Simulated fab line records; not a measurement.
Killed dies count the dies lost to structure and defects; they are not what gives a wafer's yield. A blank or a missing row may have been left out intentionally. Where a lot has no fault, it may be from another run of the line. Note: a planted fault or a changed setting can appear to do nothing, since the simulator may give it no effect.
Problem report in the 8D (eight disciplines) form, filled by code ; flow rit-cmos ; the parts of the form that need people (team, actions taken, sign-off) are left out

1. WHAT IS WRONG
RIT_FOX2_CLEAN_02, run-length-s: mean 56 s on 3 wafers (1 lot); fault-free wafers 208 s, standard deviation 3.2. That puts it -48 standard deviations away from the usual mean.
The step: cleans in dHF, time 180 s.
The first sign was on wafer L150.3 at day 4 09:20, on wet-bench-02. Wafers with a number at this step in the record: 39, from 13 lots. Rule for "out", or "out of limits": more than 4 standard deviations from the usual mean. The other wafers with a number count as sound.

2. WHAT IT IS; WHAT IT IS NOT
question;is;is not
which readings at this step;run-length-s;-
which lots;L150;L138, L139, L140, L141, L142, L143, L144, L145, L155, L156, L159, L160
which wafers of those lots;all that have a number;-
read on which tools;wet-bench-02;wet-bench-01, wet-bench-03
when;from day 4 09:20;"up to then (24 sound wafers); but 12 sound wafers of L155, L156, L159, L160 came after"

3. THE SUSPECTS, EACH WITH WHAT RULES IT OUT
Counting: any tool at a process step up to the reading is kept as a suspect provided that every lot that is out went through it and no sound lot did after the first of them.
- wet-bench-02 at RIT_FOX2_CLEAN_02 (cleans in dHF, time 180 s): kept. It ran the lot that is out, L150 (day 4 09:20), and no sound lot after that; its last sound lot up to then is L145 (day 3 09:12). Its own readings are out on those wafers: run-length-s.
After counting, what remains is wet-bench-02 at RIT_FOX2_CLEAN_02.

4. THE CAUSE (what the simulator had put in)
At RIT_FOX2_CLEAN_02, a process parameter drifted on wet-bench-02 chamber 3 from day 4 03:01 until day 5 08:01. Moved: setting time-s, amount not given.
The count eliminated every tool but this one.

5. THE EFFECT CHAIN, in route order
Rows list readings where the struck wafers' mean (over those with a number) sits beyond 3 standard deviations from the usual. Readings are gone through only where the record gives a usual standard deviation; hours: the median, over the lots, of the time from a lot's start at the first step in this table giving one to that lot's start at this step; sigmas: the change measured in usual standard deviations.
hours;step;reading;usual;on struck wafers;change;sigmas
0;RIT_FOX2_CLEAN_02;run-length-s;208 s;56;-152;-48
It contains these process steps:
- RIT_FOX2_CLEAN_02: cleans in dHF, time 180 s.

6. HOW IT WOULD HAVE BEEN CAUGHT EARLIER
In this record the first reading out of limits was taken at day 4 09:20, 6 hours after the fault began at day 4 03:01.
